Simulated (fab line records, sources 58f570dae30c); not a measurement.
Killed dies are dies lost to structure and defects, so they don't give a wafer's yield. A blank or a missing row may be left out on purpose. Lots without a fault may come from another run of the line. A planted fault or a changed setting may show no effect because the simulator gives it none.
Which tool did it? | flow berkeley_cmos170 | 12 lots, 36 wafers sampled, at 1 step of a route of 331

WHAT THE GAUGES READ, wafer by wafer
UCB170_SPACER_THK_MEAS_01.
lot  | measured     | on            | SPACER_TEOS_THK (nm)
L075 | day 6 15:22  | film_metro-03 | 370 377 375
L078 | day 7 12:55  | film_metro-03 | 377 378 378
L079 | day 7 19:41  | film_metro-02 | 370 376 371
L080 | day 8 06:26  | film_metro-01 | 375 371 383
L083 | day 8 09:28  | film_metro-01 | 374 377 384
L085 | day 9 00:36  | film_metro-02 | 376 372 386
L088 | day 9 06:52  | film_metro-02 | 370 375 375
L089 | day 9 19:31  | film_metro-01 | 367 371 382
L092 | day 10 02:45 | film_metro-03 | 374 381 381
L095 | day 10 19:44 | film_metro-03 | 373 372 381
L097 | day 10 20:17 | film_metro-02 | 377 372 379
L093 | day 10 21:07 | film_metro-01 | 370 376 381

WHICH TOOL RAN EACH LOT (tool, then ch and the chambers of the sampled wafers, then the start)
The record holds no process step before these readings.

THE ANSWER, worked out from the rows above alone
Rule: what is usual is taken from the lots themselves. Put in order of their means at a reading, lots are off if they are a third of the lots or fewer, leave a main group of 4 or more, and stand apart from it by a gap of 3 or more times the standard deviation of the main group's means; of several such gaps the widest counts. A main group whose means are all the same, to the digits that the tables above print for the reading, isn't used. A lot without any number at a reading at which 4 lots or more have one is off too. The other lots that the step has rows for count as sound.
No lot is off at any reading shown: from this, nothing can be told.

WHAT THE SIMULATOR HAD PUT IN
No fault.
